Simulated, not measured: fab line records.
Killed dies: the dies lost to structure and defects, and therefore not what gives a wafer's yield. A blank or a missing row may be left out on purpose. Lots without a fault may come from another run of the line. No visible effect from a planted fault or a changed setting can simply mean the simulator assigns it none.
Code-filled problem report in 8D (eight disciplines) form / flow berkeley-cmos170 / the parts of the form that need people (team, actions taken, sign-off) are left out

## 1. PROBLEM STATEMENT
Mean of cd-nm at UCB170_M2_CD_MEAS_90: 720.9 nm across 3 wafers in 2 lots; on wafers with no fault it is 700.3 nm (standard deviation 2.6). That is +7.9 standard deviations from the usual mean.
The step: target cd 700 nm.
The first sign was on wafer L626.6 at day 12 14:14, on cd-sem-01. The record has a number at this step for 42 wafers belonging to 14 lots. Rule for "out", or "out of limits": more than 4 standard deviations from the usual mean. The rest of the wafers with a number are treated as sound.

## 2. WHAT THIS IS AND IS NOT
question=which readings at this step | is=cd-nm | is not=-
question=which lots | is=L626, L628 | is not=L611, L612, L613, L615, L616, L618, L619, L621, L629, L632, L633, L634
question=which wafers of those lots | is=L626.6, L628.1, L628.5 | is not=L626.1, L626.4, L628.4
question=read on which gauges | is=cd-sem-01 | is not=cd-sem-02
question=when | is=from day 12 14:14 | is not=up to then (26 sound wafers); but 13 sound wafers of L628, L629, L632, L633, L634 came after

## 3. THE SUSPECTS, EACH WITH WHAT RULES IT OUT
Counting: a tool at a process step up to the reading stays a suspect if it ran every lot that is out. Sound lots after the first of them don't rule it out here, since some wafers of a struck lot are sound.
- ruled out: the gauge at UCB170_M2_CD_MEAS_90. All the wafers that are out were read on cd-sem-01, but those of them that UCB170_M2_METAL_ETCH_18 has rows for are out there too, on other tools.
- rtp-anneal-01 at UCB170_SILICIDE_RTA_04 (time 15 s): kept. Ran every lot that is out, first one L626 (day 11 23:35); last sound lot up to then L621 (day 10 18:31).
- pecvd-02 at UCB170_V1_CVD_00 (deposits SiO2 from TEOS/O2, target thk 2000 nm, time 250 s): kept. Ran every lot that is out, first one L626 (day 12 08:27); last sound lot up to then L621 (day 11 03:21).
- rie-metal-01 at UCB170_M2_METAL_ETCH_18 (etches Al in Cl2/BCl3, stops on SiO2, target depth 1170 nm, time 195 s): kept. Ran every lot that is out, first one L626 (day 12 13:56); last sound lot up to then L618 (day 9 20:22). On those wafers its own readings are out: oes-product-au, rf-fwd-power-W.
- Within pecvd-02 at UCB170_V1_CVD_00: the wafers that are out ran in chamber 2; their sound lot-mates ran in chambers 0, 1.
- The sound lot-mates ran in chamber 1 of rie-metal-01 at UCB170_M2_METAL_ETCH_18, but the wafers that are out ran in chamber 0.
rtp-anneal-01 at UCB170_SILICIDE_RTA_04, pecvd-02 at UCB170_V1_CVD_00 and rie-metal-01 at UCB170_M2_METAL_ETCH_18 are what is left after counting.

## 4. THE CAUSE (what the simulator had put in)
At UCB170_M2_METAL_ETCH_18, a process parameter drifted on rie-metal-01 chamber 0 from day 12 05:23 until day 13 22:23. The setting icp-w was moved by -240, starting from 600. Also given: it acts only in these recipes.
This tool is one of the 3 suspects left after counting.

## 5. THE EFFECT CHAIN, in route order
Each row: a reading where the mean over the struck wafers with a number is more than 3 standard deviations away from the usual. Readings are gone through only where the record gives a usual standard deviation; hours: the median, over the lots, of the time from a lot's start at the first step in this table giving one to that lot's start at this step; sigmas: the change measured in usual standard deviations.
hours=0; step=UCB170_M2_METAL_ETCH_18; reading=oes-product-au; usual=0.851 a.u.; on struck wafers=0.790; change=-0.061; sigmas=-4.3
hours=0; step=UCB170_M2_METAL_ETCH_18; reading=rf-fwd-power-W; usual=598.0 W; on struck wafers=358.7; change=-239.3; sigmas=-99 or more
hours=0; step=UCB170_M2_STRIP_19; reading=oes-product-au; usual=0.544 a.u.; on struck wafers=0.722; change=+0.178; sigmas=+18
hours=0; step=UCB170_M2_CD_MEAS_90; reading=cd-nm; usual=700.3 nm; on struck wafers=720.9; change=+20.6; sigmas=+7.9
hours=7; step=UCB170_M3_PROBE_99; reading=defect-limited-yield; usual=98.8 %; on struck wafers=0.0; change=-98.8; sigmas=-99 or more
hours=7; step=UCB170_M3_PROBE_99; reading=killed_at_M0_to_M3; usual=0.7; on struck wafers=260.7; change=+260.0; sigmas=+99 or more
hours=7; step=UCB170_M3_PROBE_99; reading=killed-dies; usual=3.2; on struck wafers=264.0; change=+260.8; sigmas=+99 or more
hours=7; step=UCB170_M3_PROBE_99; reading=killed-on-rim; usual=1.0; on struck wafers=70.0; change=+69.0; sigmas=+63
hours=7; step=UCB170_M3_PROBE_99; reading=sort_bin_5_function; usual=0.7 %; on struck wafers=99.2; change=+98.5; sigmas=+99 or more
hours=7; step=UCB170_M3_PROBE_99; reading=sort-n-pass; usual=260.8; on struck wafers=0.0; change=-260.8; sigmas=-99 or more
hours=7; step=UCB170_M3_PROBE_99; reading=sort-yield-pct; usual=98.8 %; on struck wafers=0.0; change=-98.8; sigmas=-99 or more
Process steps it contains:
- UCB170_M2_METAL_ETCH_18: etches Al in Cl2/BCl3, stops on SiO2, target depth 1170 nm, time 195 s.
- UCB170_M2_STRIP_19: strips in O2.
- UCB170_M3_PROBE_99

## 6. WHAT WOULD HAVE CAUGHT IT SOONER
In this record the first reading out of limits at a measuring or inspecting step was taken at day 12 14:14, 9 hours after the fault began at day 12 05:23.
The tool's own readings at UCB170_M2_METAL_ETCH_18 were out on every struck wafer that the step has a row for (oes-product-au, rf-fwd-power-W): an alarm limit on them would have fired on the first of those.
L628, from the lots that are out (2), started UCB170_M2_METAL_ETCH_18 on rie-metal-01 later than day 12 14:14. It would have been spared by a hold on the tool at that moment.
